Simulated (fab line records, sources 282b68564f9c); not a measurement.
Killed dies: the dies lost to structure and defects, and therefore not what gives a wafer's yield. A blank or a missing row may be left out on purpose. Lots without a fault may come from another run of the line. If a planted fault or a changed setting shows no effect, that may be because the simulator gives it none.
Which tool did it? / flow ritCmos / 42 wafers from 14 lots sampled at 4 of the route's 202 steps

## WHAT THE GAUGES SHOWED, per wafer
RIT_SDANNEAL_RS_MEAS_04: measurement is done with a four-point probe. Usual: PSD_RS 114.9 ohm/sq, standard deviation 0.31.
lot=L525; measured=day 3 08:52; on=filmMetro-03; PSD_RS (ohm/sq)=115.1 115.0 114.8; flag=
lot=L526; measured=day 3 13:44; on=filmMetro-02; PSD_RS (ohm/sq)=114.8 114.8 114.8; flag=
lot=L527; measured=day 3 18:32; on=filmMetro-04; PSD_RS (ohm/sq)=114.3 114.1 114.2; flag=
lot=L529; measured=day 4 03:43; on=filmMetro-02; PSD_RS (ohm/sq)=115.4 115.1 114.9; flag=
lot=L531; measured=day 4 12:19; on=filmMetro-02; PSD_RS (ohm/sq)=114.6 114.9 115.0; flag=
lot=L532; measured=day 4 18:50; on=filmMetro-03; PSD_RS (ohm/sq)=114.9 114.9 114.6; flag=
lot=L533; measured=day 4 23:03; on=filmMetro-02; PSD_RS (ohm/sq)=114.6 114.5 114.8; flag=
lot=L535; measured=day 5 08:34; on=filmMetro-02; PSD_RS (ohm/sq)=95.8 95.8 95.8; flag=OFF
lot=L536; measured=day 5 13:59; on=filmMetro-03; PSD_RS (ohm/sq)=115.1 114.9 114.6; flag=
lot=L537; measured=day 5 19:20; on=filmMetro-02; PSD_RS (ohm/sq)=95.7 95.2 95.2; flag=OFF
lot=L538; measured=day 6 02:13; on=filmMetro-04; PSD_RS (ohm/sq)=114.2 114.3 114.2; flag=
lot=L542; measured=day 7 01:41; on=filmMetro-03; PSD_RS (ohm/sq)=115.1 114.9 115.1; flag=
lot=L544; measured=day 7 09:47; on=filmMetro-02; PSD_RS (ohm/sq)=115.1 115.5 115.2; flag=
lot=L546; measured=day 7 15:17; on=filmMetro-02; PSD_RS (ohm/sq)=114.6 114.0 114.6; flag=

RIT_SDANNEAL_RS_MEAS_05: measurement is done with a four-point probe. Usual: NSD_RS 84.52 ohm/sq, standard deviation 0.27.
lot=L525; measured=day 3 08:59; on=filmMetro-03; NSD_RS (ohm/sq)=84.52 84.41 84.59; flag=
lot=L526; measured=day 3 13:52; on=filmMetro-02; NSD_RS (ohm/sq)=85.02 84.97 84.73; flag=
lot=L527; measured=day 3 18:39; on=filmMetro-04; NSD_RS (ohm/sq)=84.86 84.82 84.67; flag=
lot=L529; measured=day 4 03:50; on=filmMetro-02; NSD_RS (ohm/sq)=84.62 84.47 84.59; flag=
lot=L531; measured=day 4 12:26; on=filmMetro-02; NSD_RS (ohm/sq)=84.51 85.04 84.37; flag=
lot=L532; measured=day 4 18:57; on=filmMetro-03; NSD_RS (ohm/sq)=84.47 84.59 84.64; flag=
lot=L533; measured=day 4 23:10; on=filmMetro-02; NSD_RS (ohm/sq)=84.36 83.83 84.05; flag=
lot=L535; measured=day 5 08:41; on=filmMetro-02; NSD_RS (ohm/sq)=83.42 83.47 83.57; flag=OFF
lot=L536; measured=day 5 14:06; on=filmMetro-03; NSD_RS (ohm/sq)=84.74 84.63 84.85; flag=
lot=L537; measured=day 5 19:27; on=filmMetro-02; NSD_RS (ohm/sq)=83.44 83.34 83.44; flag=OFF
lot=L538; measured=day 6 02:20; on=filmMetro-04; NSD_RS (ohm/sq)=84.38 84.66 84.67; flag=
lot=L542; measured=day 7 01:49; on=filmMetro-03; NSD_RS (ohm/sq)=84.55 84.64 84.94; flag=
lot=L544; measured=day 7 09:55; on=filmMetro-02; NSD_RS (ohm/sq)=84.64 85.01 84.39; flag=
lot=L546; measured=day 7 15:24; on=filmMetro-02; NSD_RS (ohm/sq)=84.86 85.01 84.81; flag=

RIT_SDANNEAL_RS_MEAS_06: measurement is done with a four-point probe. Usual: PLDD_RS 179.2 ohm/sq, standard deviation 0.5.
lot=L525; measured=day 3 09:07; on=filmMetro-03; PLDD_RS (ohm/sq)=180.1 180.0 179.9; flag=
lot=L526; measured=day 3 13:59; on=filmMetro-02; PLDD_RS (ohm/sq)=178.8 178.9 179.9; flag=
lot=L527; measured=day 3 18:46; on=filmMetro-04; PLDD_RS (ohm/sq)=179.7 178.6 178.7; flag=
lot=L529; measured=day 4 03:57; on=filmMetro-02; PLDD_RS (ohm/sq)=179.9 179.7 179.6; flag=
lot=L531; measured=day 4 12:34; on=filmMetro-02; PLDD_RS (ohm/sq)=178.7 179.0 179.7; flag=
lot=L532; measured=day 4 19:04; on=filmMetro-03; PLDD_RS (ohm/sq)=179.8 179.8 179.6; flag=
lot=L533; measured=day 4 23:17; on=filmMetro-02; PLDD_RS (ohm/sq)=178.9 178.4 179.4; flag=
lot=L535; measured=day 5 08:49; on=filmMetro-02; PLDD_RS (ohm/sq)=161.8 162.6 162.7; flag=OFF
lot=L536; measured=day 5 14:13; on=filmMetro-03; PLDD_RS (ohm/sq)=179.5 179.6 179.5; flag=
lot=L537; measured=day 5 19:34; on=filmMetro-02; PLDD_RS (ohm/sq)=162.5 161.9 161.8; flag=OFF
lot=L538; measured=day 6 02:28; on=filmMetro-04; PLDD_RS (ohm/sq)=178.6 178.2 178.3; flag=
lot=L542; measured=day 7 01:56; on=filmMetro-03; PLDD_RS (ohm/sq)=178.9 179.3 179.1; flag=
lot=L544; measured=day 7 10:02; on=filmMetro-02; PLDD_RS (ohm/sq)=178.5 178.5 178.6; flag=
lot=L546; measured=day 7 15:31; on=filmMetro-02; PLDD_RS (ohm/sq)=179.1 178.5 178.4; flag=

## WHICH TOOL RAN EACH LOT (tool, then ch and the chambers of the sampled wafers, then the start)
lot=L525; RIT_SDANNEAL_RTA_03=rtpAnneal-01 ch 0, day 3 08:47
lot=L526; RIT_SDANNEAL_RTA_03=rtpAnneal-02 ch 0, day 3 13:41
lot=L527; RIT_SDANNEAL_RTA_03=rtpAnneal-01 ch 0, day 3 18:28
lot=L529; RIT_SDANNEAL_RTA_03=rtpAnneal-01 ch 0, day 4 03:38
lot=L531; RIT_SDANNEAL_RTA_03=rtpAnneal-01 ch 0, day 4 12:15
lot=L532; RIT_SDANNEAL_RTA_03=rtpAnneal-02 ch 0, day 4 18:46
lot=L533; RIT_SDANNEAL_RTA_03=rtpAnneal-01 ch 0, day 4 22:59
lot=L535; RIT_SDANNEAL_RTA_03=rtpAnneal-01 ch 0, day 5 08:31
lot=L536; RIT_SDANNEAL_RTA_03=rtpAnneal-02 ch 0, day 5 13:52
lot=L537; RIT_SDANNEAL_RTA_03=rtpAnneal-01 ch 0, day 5 19:16
lot=L538; RIT_SDANNEAL_RTA_03=rtpAnneal-02 ch 0, day 6 02:08
lot=L542; RIT_SDANNEAL_RTA_03=rtpAnneal-02 ch 0, day 7 01:38
lot=L544; RIT_SDANNEAL_RTA_03=rtpAnneal-02 ch 0, day 7 09:43
lot=L546; RIT_SDANNEAL_RTA_03=rtpAnneal-02 ch 0, day 7 15:14
- RIT_SDANNEAL_RTA_03: time 5 s.

## WHAT THE TOOLS THEMSELVES READ (means of the sampled wafers that have a number; where no wafer has one, the mark that the record gives instead)
RIT_SDANNEAL_RTA_03. Usual: annealTempCMax 1054.1, standard deviation 0.98; wafer_temp_C_max 1053.3, standard deviation 1.1.
lot=L525 tool=rtpAnneal-01 annealTempCMax=1054.7 wafer_temp_C_max=1052.9 flag=
lot=L526 tool=rtpAnneal-02 annealTempCMax=1053.5 wafer_temp_C_max=1053.8 flag=
lot=L527 tool=rtpAnneal-01 annealTempCMax=1054.7 wafer_temp_C_max=1053.8 flag=
lot=L529 tool=rtpAnneal-01 annealTempCMax=1054.4 wafer_temp_C_max=1053.7 flag=
lot=L531 tool=rtpAnneal-01 annealTempCMax=1054.8 wafer_temp_C_max=1053.7 flag=
lot=L532 tool=rtpAnneal-02 annealTempCMax=1053.1 wafer_temp_C_max=1052.0 flag=
lot=L533 tool=rtpAnneal-01 annealTempCMax=1054.9 wafer_temp_C_max=1052.2 flag=
lot=L535 tool=rtpAnneal-01 annealTempCMax=1054.8 wafer_temp_C_max=1054.0 flag=
lot=L536 tool=rtpAnneal-02 annealTempCMax=1053.6 wafer_temp_C_max=1052.8 flag=
lot=L537 tool=rtpAnneal-01 annealTempCMax=1054.2 wafer_temp_C_max=1053.0 flag=
lot=L538 tool=rtpAnneal-02 annealTempCMax=1053.8 wafer_temp_C_max=1052.8 flag=
lot=L542 tool=rtpAnneal-02 annealTempCMax=1053.5 wafer_temp_C_max=1053.4 flag=
lot=L544 tool=rtpAnneal-02 annealTempCMax=1053.9 wafer_temp_C_max=1053.5 flag=
lot=L546 tool=rtpAnneal-02 annealTempCMax=1053.7 wafer_temp_C_max=1053.7 flag=

## THE ANSWER, worked out from the rows above alone
Rule: take the mean of a lot's wafers that have a number; if it is more than 3 standard deviations from the usual mean, the lot is off. Also off: a lot with no number at a reading for which 4 or more lots have one. All remaining lots with rows at the step are treated as sound. Order of review: gauges by route order, followed by the tools' own readings, for which a lot's mean as printed above is used. At the first step where some lot is off, the reading lying furthest off is the one used; lots without a number count as furthest.
Off: L535, L537, seen at RIT_SDANNEAL_RS_MEAS_04 (PSD_RS).
If a tool, at a process step before that reading, ran all the lots that are off and no sound lot after the first of them, it fits. Gauges at RIT_SDANNEAL_RS_MEAS_04: tried the same way as those tools. One fits: RIT_SDANNEAL_RTA_03 on rtpAnneal-01. A fault onset in the window from L533 (day 4 22:59, its last sound lot) to L535 (day 5 08:31, its first lot off) fits.

## WHAT THE SIMULATOR HAD PUT IN
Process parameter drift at RIT_SDANNEAL_RTA_03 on rtpAnneal-01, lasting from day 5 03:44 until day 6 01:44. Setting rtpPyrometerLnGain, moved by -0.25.
Shown lots that were struck: L535, L537. The rule above reached the same finding.
